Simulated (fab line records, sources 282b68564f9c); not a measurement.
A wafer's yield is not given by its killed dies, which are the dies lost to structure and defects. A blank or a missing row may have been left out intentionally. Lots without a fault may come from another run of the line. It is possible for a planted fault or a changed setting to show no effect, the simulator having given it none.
fab line records || flow rit_cmos
record: {"lots": 16, "wafers": 48, "last_day": 7}
route steps=202 shown PSD@145
lots untouched by any fault: they come from a run of this same line in which no faults occurred
start_h: hours from the record's opening day to when the first of the lot's shown wafers began || wait_h: time in hours since the lot's previous step || " the same as in the row above || L1.1+2: a single row standing in for several wafers || - no value, or no start given || * or withheld: withheld || < > ~ a bound
route shown NAME@n: NAME is a module with steps in the file, n the number in the route of the first one || usual: mean/standard deviation taken from wafers without a fault || same: alike in all rows || chamber/n: place in a boat || sites: each site's reading || _std_site: standard deviation across them || _edge_site: the outer-site mean with the inner-site mean subtracted || radius_mm: for every site, how far away it sits from the centre of the wafer || mask NAME#n: copy n || behind: the most recent tool/chamber to have shaped the wafer || hold: cause of the lot's hold/its duration in hours/its outcome || device: which transistor (n, p or np) failed to switch || end of line: at the end of the route, the tests of the same wafers || a step without rows: its recipe alone || killed: dies that structure and defects cost at the first sort, which is not the same as the wafer's yield || map: a wafer's dies, x killed, . not, _ none there
set.NAME: the setting the step ran with; set.NAME@STEP: the setting that earlier step ran with || model.NAME: the simulator's own value behind a step, which no gauge read
route steps across a sampled set of lots; one table per step, one row per wafer
services: from which hour (start_h, from the record's first day; less than 0 if before it) a tool's chamber was out of use, for how many hours, and why
== steps ==
step: RIT_PSD_EXPOSE_03
recipe: {"mask_id": "M10", "na": 0.57, "target_cd_nm": 40900, "dose_mj": 250}
{"lot.wafer": "L241.2+4+6", "tool": "iline_stepper-01", "chamber": 0, "start_h": 49.40, "wait_h": 0.2, "mask": "M10#0"}
{"lot.wafer": "L242.1+3+5", "tool": "iline_stepper-02", "chamber": 0, "start_h": 53.82, "wait_h": 0.2, "mask": "M10#0"}
{"lot.wafer": "L243.1+3+6", "tool": "iline_stepper-02", "chamber": 0, "start_h": 57.38, "wait_h": 0.1, "mask": "M10#0"}
{"lot.wafer": "L244.1+4+5", "tool": "iline_stepper-01", "chamber": 0, "start_h": 63.57, "wait_h": 0.2, "mask": "M10#0"}
{"lot.wafer": "L245.2+3+5", "tool": "iline_stepper-02", "chamber": 0, "start_h": 69.09, "wait_h": 0.2, "mask": "M10#0"}
{"lot.wafer": "L246.2+3+5", "tool": "iline_stepper-01", "chamber": 0, "start_h": 74.50, "wait_h": 0.2, "mask": "M10#0"}
{"lot.wafer": "L247.2+5+6", "tool": "iline_stepper-01", "chamber": 0, "start_h": 78.12, "wait_h": 0.1, "mask": "M10#0"}
{"lot.wafer": "L248.3+4+6", "tool": "iline_stepper-01", "chamber": 0, "start_h": 82.17, "wait_h": 0.1, "mask": "M10#0"}
{"lot.wafer": "L249.1+2+6", "tool": "iline_stepper-02", "chamber": 0, "start_h": 89.41, "wait_h": 0.2, "mask": "M10#0"}
{"lot.wafer": "L250.3+4+6", "tool": "iline_stepper-01", "chamber": 0, "start_h": 96.04, "wait_h": 0.2, "mask": "M10#0"}
{"lot.wafer": "L254.3+4+5", "tool": "iline_stepper-02", "chamber": 0, "start_h": 116.13, "wait_h": 0.2, "mask": "M10#0"}
{"lot.wafer": "L255.1+3+5", "tool": "iline_stepper-02", "chamber": 0, "start_h": 124.22, "wait_h": 0.2, "mask": "M10#0"}
{"lot.wafer": "L257.1+3+5", "tool": "iline_stepper-02", "chamber": 0, "start_h": 131.01, "wait_h": 0.1, "mask": "M10#0"}
{"lot.wafer": "L258.2+3+6", "tool": "iline_stepper-02", "chamber": 0, "start_h": 136.36, "wait_h": 0.1, "mask": "M10#0"}
{"lot.wafer": "L261.1+3+6", "tool": "iline_stepper-01", "chamber": 0, "start_h": 147.19, "wait_h": 0.2, "mask": "M10#0"}
{"lot.wafer": "L264.1+2+3", "tool": "iline_stepper-01", "chamber": 0, "start_h": 163.65, "wait_h": 0.2, "mask": "M10#0"}
step: RIT_PSD_OVL_MEAS_06
usual: {"PSD_OVL": "-0.9/1.3"}
{"lot.wafer": "L241.2", "tool": "overlay-02", "chamber": "-", "start_h": 49.78, "wait_h": "-", "PSD_OVL[nm]": -0.3}
{"lot.wafer": "L241.4", "tool": "overlay-02", "chamber": "-", "start_h": 49.78, "wait_h": "-", "PSD_OVL[nm]": -1.6}
{"lot.wafer": "L241.6", "tool": "overlay-02", "chamber": "-", "start_h": 49.78, "wait_h": "-", "PSD_OVL[nm]": -1.5}
{"lot.wafer": "L242.1", "tool": "overlay-01", "chamber": "-", "start_h": 54.22, "wait_h": "-", "PSD_OVL[nm]": -0.4}
{"lot.wafer": "L242.3", "tool": "overlay-01", "chamber": "-", "start_h": 54.22, "wait_h": "-", "PSD_OVL[nm]": 0.0}
{"lot.wafer": "L242.5", "tool": "overlay-01", "chamber": "-", "start_h": 54.22, "wait_h": "-", "PSD_OVL[nm]": -0.5}
{"lot.wafer": "L243.1", "tool": "overlay-02", "chamber": "-", "start_h": 57.78, "wait_h": "-", "PSD_OVL[nm]": -2.4}
{"lot.wafer": "L243.3", "tool": "overlay-02", "chamber": "-", "start_h": 57.78, "wait_h": "-", "PSD_OVL[nm]": -0.8}
{"lot.wafer": "L243.6", "tool": "overlay-02", "chamber": "-", "start_h": 57.78, "wait_h": "-", "PSD_OVL[nm]": 0.4}
{"lot.wafer": "L244.1", "tool": "overlay-02", "chamber": "-", "start_h": 64.04, "wait_h": "-", "PSD_OVL[nm]": -0.5}
{"lot.wafer": "L244.4", "tool": "overlay-02", "chamber": "-", "start_h": 64.04, "wait_h": "-", "PSD_OVL[nm]": -1.4}
{"lot.wafer": "L244.5", "tool": "overlay-02", "chamber": "-", "start_h": 64.04, "wait_h": "-", "PSD_OVL[nm]": -1.5}
{"lot.wafer": "L245.2", "tool": "overlay-02", "chamber": "-", "start_h": 69.48, "wait_h": "-", "PSD_OVL[nm]": -3.2}
{"lot.wafer": "L245.3", "tool": "overlay-02", "chamber": "-", "start_h": 69.48, "wait_h": "-", "PSD_OVL[nm]": -1.1}
{"lot.wafer": "L245.5", "tool": "overlay-02", "chamber": "-", "start_h": 69.48, "wait_h": "-", "PSD_OVL[nm]": -2.7}
{"lot.wafer": "L246.2", "tool": "overlay-01", "chamber": "-", "start_h": 74.88, "wait_h": "-", "PSD_OVL[nm]": -3.2}
{"lot.wafer": "L246.3", "tool": "overlay-01", "chamber": "-", "start_h": 74.88, "wait_h": "-", "PSD_OVL[nm]": -2.6}
{"lot.wafer": "L246.5", "tool": "overlay-01", "chamber": "-", "start_h": 74.88, "wait_h": "-", "PSD_OVL[nm]": -2.8}
{"lot.wafer": "L247.2", "tool": "overlay-01", "chamber": "-", "start_h": 78.51, "wait_h": "-", "PSD_OVL[nm]": -0.1}
{"lot.wafer": "L247.5", "tool": "overlay-01", "chamber": "-", "start_h": 78.51, "wait_h": "-", "PSD_OVL[nm]": 0.2}
{"lot.wafer": "L247.6", "tool": "overlay-01", "chamber": "-", "start_h": 78.51, "wait_h": "-", "PSD_OVL[nm]": 0.1}
{"lot.wafer": "L248.3", "tool": "overlay-02", "chamber": "-", "start_h": 82.54, "wait_h": "-", "PSD_OVL[nm]": -1.1}
{"lot.wafer": "L248.4", "tool": "overlay-02", "chamber": "-", "start_h": 82.54, "wait_h": "-", "PSD_OVL[nm]": -1.4}
{"lot.wafer": "L248.6", "tool": "overlay-02", "chamber": "-", "start_h": 82.54, "wait_h": "-", "PSD_OVL[nm]": -1.4}
{"lot.wafer": "L249.1", "tool": "overlay-02", "chamber": "-", "start_h": 89.81, "wait_h": "-", "PSD_OVL[nm]": -1.2}
{"lot.wafer": "L249.2", "tool": "overlay-02", "chamber": "-", "start_h": 89.81, "wait_h": "-", "PSD_OVL[nm]": -1.7}
{"lot.wafer": "L249.6", "tool": "overlay-02", "chamber": "-", "start_h": 89.81, "wait_h": "-", "PSD_OVL[nm]": -2.0}
{"lot.wafer": "L250.3", "tool": "overlay-02", "chamber": "-", "start_h": 96.61, "wait_h": "-", "PSD_OVL[nm]": -1.5}
{"lot.wafer": "L250.4", "tool": "overlay-02", "chamber": "-", "start_h": 96.61, "wait_h": "-", "PSD_OVL[nm]": -2.7}
{"lot.wafer": "L250.6", "tool": "overlay-02", "chamber": "-", "start_h": 96.61, "wait_h": "-", "PSD_OVL[nm]": -2.9}
{"lot.wafer": "L254.3", "tool": "overlay-02", "chamber": "-", "start_h": 116.50, "wait_h": "-", "PSD_OVL[nm]": -150.7}
{"lot.wafer": "L254.4", "tool": "overlay-02", "chamber": "-", "start_h": 116.50, "wait_h": "-", "PSD_OVL[nm]": -151.5}
{"lot.wafer": "L254.5", "tool": "overlay-02", "chamber": "-", "start_h": 116.50, "wait_h": "-", "PSD_OVL[nm]": -150.3}
{"lot.wafer": "L255.1", "tool": "overlay-01", "chamber": "-", "start_h": 124.65, "wait_h": "-", "PSD_OVL[nm]": -149.1}
{"lot.wafer": "L255.3", "tool": "overlay-01", "chamber": "-", "start_h": 124.65, "wait_h": "-", "PSD_OVL[nm]": -149.2}
{"lot.wafer": "L255.5", "tool": "overlay-01", "chamber": "-", "start_h": 124.65, "wait_h": "-", "PSD_OVL[nm]": -148.5}
{"lot.wafer": "L257.1", "tool": "overlay-01", "chamber": "-", "start_h": 131.50, "wait_h": "-", "PSD_OVL[nm]": -147.4}
{"lot.wafer": "L257.3", "tool": "overlay-01", "chamber": "-", "start_h": 131.50, "wait_h": "-", "PSD_OVL[nm]": -147.6}
{"lot.wafer": "L257.5", "tool": "overlay-01", "chamber": "-", "start_h": 131.50, "wait_h": "-", "PSD_OVL[nm]": -149.9}
{"lot.wafer": "L258.2", "tool": "overlay-01", "chamber": "-", "start_h": 136.75, "wait_h": "-", "PSD_OVL[nm]": -151.5}
{"lot.wafer": "L258.3", "tool": "overlay-01", "chamber": "-", "start_h": 136.75, "wait_h": "-", "PSD_OVL[nm]": -151.6}
{"lot.wafer": "L258.6", "tool": "overlay-01", "chamber": "-", "start_h": 136.75, "wait_h": "-", "PSD_OVL[nm]": -149.7}
{"lot.wafer": "L261.1", "tool": "overlay-01", "chamber": "-", "start_h": 147.59, "wait_h": "-", "PSD_OVL[nm]": -1.4}
{"lot.wafer": "L261.3", "tool": "overlay-01", "chamber": "-", "start_h": 147.59, "wait_h": "-", "PSD_OVL[nm]": 1.6}
{"lot.wafer": "L261.6", "tool": "overlay-01", "chamber": "-", "start_h": 147.59, "wait_h": "-", "PSD_OVL[nm]": 1.7}
{"lot.wafer": "L264.1", "tool": "overlay-02", "chamber": "-", "start_h": 164.05, "wait_h": "-", "PSD_OVL[nm]": -0.7}
{"lot.wafer": "L264.2", "tool": "overlay-02", "chamber": "-", "start_h": 164.05, "wait_h": "-", "PSD_OVL[nm]": -3.0}
{"lot.wafer": "L264.3", "tool": "overlay-02", "chamber": "-", "start_h": 164.05, "wait_h": "-", "PSD_OVL[nm]": -1.6}
== services ==
{"tool": "iline_stepper-01", "chamber": 0, "start_h": 36.84, "hours": "-", "kind": "calibration"}
{"tool": "iline_stepper-02", "chamber": "-", "start_h": 97.56, "hours": 2.5, "kind": "repair"}
{"tool": "iline_stepper-01", "chamber": "-", "start_h": 119.86, "hours": 1.7, "kind": "pm"}
== key ==
first_sign: {"step": "RIT_PSD_OVL_MEAS_06", "reading": "PSD_OVL", "direction": "down", "sigmas": "99+", "usual": -0.9, "struck": -149.8}
effect none on later readings
met_at RIT_PSD_EXPOSE_03
struck_lots L254,L255,L257,L258
tester_left_out L254,L255,L257,L258
onset_between 89.41 116.13
fault: {"kind": "scanner_matching_overlay", "tool": "iline_stepper-02", "chamber": "-", "onset_h": 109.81, "steps": "RIT_PSD_EXPOSE_03", "offset": -150}
tester_left_out: of these lots the tester's yield and bins aren't shown, on N5 and GAA mostly nor the transistor test; their killed dies are dies lost to structure and defects alone, not to doping, threshold or leakage, so they don't give the yield
